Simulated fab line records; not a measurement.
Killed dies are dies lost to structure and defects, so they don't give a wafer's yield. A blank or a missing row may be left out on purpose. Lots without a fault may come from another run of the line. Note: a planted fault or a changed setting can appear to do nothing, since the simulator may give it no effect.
Which tool is to blame? | flow berkeleyCmos170 | 21 wafers from 7 lots sampled at 3 of the route's 331 steps

WHAT THE GAUGES READ, wafer by wafer
UCB170_PSD_TW_MEAS_10.
lot  | measured     | on           | PSD_TW
L474 | day 8 11:50  | filmMetro-04 | 2344 2345 2338
L476 | day 8 17:02  | filmMetro-02 | 1900 1904 1909
L481 | day 9 07:55  | filmMetro-04 | 2357 2347 2348
L485 | day 10 19:49 | filmMetro-04 | 2363 2343 2351
L488 | day 11 08:19 | filmMetro-02 | 2303 2305 2293
L491 | day 12 07:26 | filmMetro-04 | 2355 2356 2354
L492 | day 12 22:26 | filmMetro-04 | 2351 2349 2357

EACH LOT AND THE TOOL THAT RAN IT (in order: tool; ch and the chambers of the sampled wafers; start)
lot  | UCB170_PSD_IMPLANT_08           | UCB170_PSD_STRIP_09
L474 | implanter-02 ch 0, day 8 11:37  | plasmaAsher-01 ch 0,1, day 8 11:45
L476 | implanter-02 ch 0, day 8 16:47  | plasmaAsher-01 ch 0,1, day 8 16:56
L481 | implanter-03 ch 0, day 9 07:41  | plasmaAsher-03 ch 0,1, day 9 07:49
L485 | implanter-01 ch 0, day 10 19:34 | plasmaAsher-01 ch 0,1, day 10 19:43
L488 | implanter-03 ch 0, day 11 08:04 | plasmaAsher-04 ch 0,1, day 11 08:13
L491 | implanter-03 ch 0, day 12 07:13 | plasmaAsher-04 ch 0,1, day 12 07:20
L492 | implanter-03 ch 0, day 12 22:13 | plasmaAsher-01 ch 0,1, day 12 22:20
- UCB170_PSD_IMPLANT_08
- UCB170_PSD_STRIP_09: strips in O2.

THE ANSWER, worked out from the rows above alone
Rule: usual is defined by the lots themselves. Put in order of their means at a reading, lots are off if they are a third of the lots or fewer, leave a main group of 4 or more, and stand apart from it by a gap of 3 or more times the standard deviation of the main group's means; of several such gaps the widest counts. If all means in a main group match to the digits the tables above print for the reading, that group is not used. A lot without any number at a reading at which 4 lots or more have one is off too. All remaining lots with rows at the step are treated as sound.
Off: L476, at UCB170_PSD_TW_MEAS_10 (PSD_TW). Main group: mean 2342, sd 19.
If a tool, at a process step before that reading, ran all the lots that are off and no sound lot after the first of them, it fits. Those tools and the gauges at UCB170_PSD_TW_MEAS_10 are tried in the same way. One candidate fits, namely implanter-02 at UCB170_PSD_IMPLANT_08. A fault onset in the window from L474 (day 8 11:37, its last sound lot) to L476 (day 8 16:47, its first lot off) fits.

WHAT THE SIMULATOR HAD INSERTED
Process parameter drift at UCB170_PSD_IMPLANT_08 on implanter-02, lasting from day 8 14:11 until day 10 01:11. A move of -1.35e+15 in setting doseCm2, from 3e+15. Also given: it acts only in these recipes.
Struck lots among those shown: L476. The rule above reached the same finding.
